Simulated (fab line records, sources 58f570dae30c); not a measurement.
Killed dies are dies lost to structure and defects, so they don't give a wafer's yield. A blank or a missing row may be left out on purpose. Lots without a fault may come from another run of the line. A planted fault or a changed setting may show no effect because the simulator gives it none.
One fault seen from 2 desks | flow berkeley_cmos170 | each desk has only its own numbers; what lay behind them comes last

THE TOOL OWNER'S DESK: implanter-02
The tool's own readings at UCB170_PSD_IMPLANT_08: means of the sampled wafers that have a number, for each lot that ran on this tool. A lot is out of limits, marked OUT, if its mean lies more than 4 standard deviations from the usual mean; the brackets give that distance.
Columns: A = beam_energy_keV at UCB170_PSD_IMPLANT_08, usual 19.999; B = faraday_current_uA at UCB170_PSD_IMPLANT_08, usual 9258
lot  | first seen here | A                        | B
L327 | day 7 03:51     | 20.001                   | 9451
L328 | day 7 19:34     | 20.009                   | 9443
L332 | day 8 13:59     | 18.381 (-99 or more) OUT | 9565
L337 | day 9 10:15     | 18.371 (-99 or more) OUT | 9185
This desk's finding: out of limits on L332, L337; first on L332, day 8 13:59 (beam_energy_keV at UCB170_PSD_IMPLANT_08). In limits: L327, L328.

THE METROLOGY DESK
What the gauges read, lot by lot, whatever tool the lot ran on: means of the sampled wafers that have a number. A lot is out of limits, marked OUT, if its mean lies more than 4 standard deviations from the usual mean; the brackets give that distance.
Columns: A = PLDD_TW at UCB170_PLDD_TW_MEAS_11, usual 1019; B = cd_nm at UCB170_NSD_CD_MEAS_06, usual 1200.0 nm; C = NSD_TW at UCB170_NSD_TW_MEAS_10, usual 4219; D = PSD_RS at UCB170_SDANNEAL_RS_MEAS_02, usual 75.41 ohm/sq
lot  | first seen here | A    | B      | C    | D
L327 | day 6 19:38     | 1024 | 1200.0 | 4161 | 74.88
L326 | day 6 19:52     | 1017 | 1200.8 | 4255 | 75.56
L329 | day 7 09:32     | 1004 | 1200.4 | 4257 | 75.46
L330 | day 7 10:23     | 1014 | 1200.9 | 4166 | 75.42
L328 | day 7 10:56     | 1017 | 1199.0 | 4249 | 75.07
L334 | day 8 00:00     | 1017 | 1200.6 | 4293 | 75.37
L332 | day 8 04:39     | 1033 | 1200.9 | 4219 | 76.59 (+4.5) OUT
L337 | day 9 01:57     | 1011 | 1201.1 | 4212 | 76.21
L341 | day 9 17:54     | 1031 | 1199.8 | 4264 | 75.41
L343 | day 9 18:10     | 1014 | 1199.6 | 4253 | 75.06
L344 | day 9 21:04     | 1034 | 1202.3 | 4185 | 75.52
L342 | day 9 21:21     | 1038 | 1200.7 | 4245 | 75.43
L346 | day 10 11:58    | 1028 | 1200.9 | 4273 | 75.42
L347 | day 10 20:50    | 1017 | 1199.4 | 4256 | 75.92
This desk's finding: out of limits on L332; first on L332, day 8 18:06 (PSD_RS at UCB170_SDANNEAL_RS_MEAS_02). In limits: L327, L326, L329, L330, L328, L334, L337, L341, L343, L344, L342, L346, L347.

PUT TOGETHER
The tool owner's desk could have raised an alarm at day 8 13:59, on L332, L337.
The metrology desk could have raised an alarm at day 8 18:06, on L332.
The metrology desk has L337 on record, within its limits.
Of the lots named, all ran UCB170_PSD_IMPLANT_08 on implanter-02.

WHAT THE SIMULATOR HAD PUT IN
Process parameter drift: implanter-02, from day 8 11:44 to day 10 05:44, at UCB170_PSD_IMPLANT_08. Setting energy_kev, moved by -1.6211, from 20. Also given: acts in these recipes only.
Lots struck among those shown: L332, L337.
Hours from the fault's start to each desk's first reading out of limits: the tool owner's desk, 2; the metrology desk, 6.
